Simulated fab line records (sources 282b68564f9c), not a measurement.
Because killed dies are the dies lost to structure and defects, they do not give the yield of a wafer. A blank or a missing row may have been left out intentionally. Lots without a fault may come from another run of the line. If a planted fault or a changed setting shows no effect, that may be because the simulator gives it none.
One fault seen from 2 desks :: flow ritCmos :: numbers are kept per desk, each desk with only its own; the story behind them comes last

== FROM THE METROLOGY DESK ==
What the gauges read, lot by lot, whatever tool the lot ran on: means of the sampled wafers that have a number. Any lot whose mean is over 4 standard deviations away from the usual mean is out of limits and marked OUT; that distance is given in the brackets.
Columns: A = GATE_POLY_THK at RIT_GATE_THK_MEAS_09, usual 250.6 nm
lot: L535
first seen here: day 2 11:34
A: 251.3

lot: L536
first seen here: day 2 16:19
A: 245.0

lot: L537
first seen here: day 2 21:04
A: 252.0

lot: L538
first seen here: day 3 02:43
A: 253.2

lot: L539
first seen here: day 3 09:01
A: 250.2

lot: L540
first seen here: day 3 12:40
A: 247.7

lot: L542
first seen here: day 3 22:24
A: 246.4

lot: L546
first seen here: day 4 18:40
A: 250.7

lot: L547
first seen here: day 5 00:41
A: 250.0

lot: L549
first seen here: day 5 10:01
A: 250.9

lot: L551
first seen here: day 5 20:26
A: 251.0

lot: L554
first seen here: day 6 10:31
A: 248.6

lot: L555
first seen here: day 6 15:01
A: 250.1

lot: L556
first seen here: day 6 21:25
A: 251.4
This desk's finding: nothing out of limits on any of the 14 lots.

== THE TOOL OWNER'S DESK: lithoTrack-03 ==
At RIT_NWELL_HARDBAKE_07 (time 120 s), the tool's own readings, given per lot that ran on this tool as the mean of the sampled wafers with a number. Any lot whose mean is over 4 standard deviations away from the usual mean is out of limits and marked OUT; that distance is given in the brackets.
Columns: A = chillPlateTempC at RIT_NWELL_HARDBAKE_07, usual 22.99 C; B = exhaustPa at RIT_NWELL_HARDBAKE_07, usual 44.8 Pa; C = heaterPowerTotalW at RIT_NWELL_HARDBAKE_07, usual 52.03 W; D = plateTempC at RIT_NWELL_HARDBAKE_07, usual 139.99 C
lot: L536
first seen here: day 2 01:23
A: 22.87
B: 44.7
C: 52.04
D: 140.11

lot: L538
first seen here: day 2 11:45
A: 23.12
B: 45.7
C: 52.04
D: 139.85

lot: L542
first seen here: day 3 07:56
A: 23.11
B: 45.6
C: 52.00
D: 140.06

lot: L546
first seen here: day 4 03:17
A: 23.00
B: 44.1
C: 51.12 (-15) OUT
D: 137.99 (-15) OUT

lot: L551
first seen here: day 5 05:25
A: 23.07
B: 44.2
C: 51.13 (-15) OUT
D: 138.22 (-14) OUT
This desk finds L546, L551 out of limits, L546 being first, at day 4 03:17 (heaterPowerTotalW at RIT_NWELL_HARDBAKE_07). In limits: L536, L538, L542.

== ALL TOGETHER ==
On L546, L551, at day 4 03:17, an alarm was possible from the tool owner's desk.
From the metrology desk's view, nothing was out of limits.
The metrology desk holds a record of L546, L551, inside its limits.
On lithoTrack-03, each named lot ran RIT_NWELL_HARDBAKE_07.

== WHAT THE SIMULATOR HAD PUT IN ==
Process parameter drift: lithoTrack-03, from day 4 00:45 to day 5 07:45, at RIT_NWELL_HARDBAKE_07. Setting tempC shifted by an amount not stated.
Shown lots that were struck: L546, L551.
Time in hours from fault onset to the first out-of-limits reading at each desk: the tool owner's desk, 3.
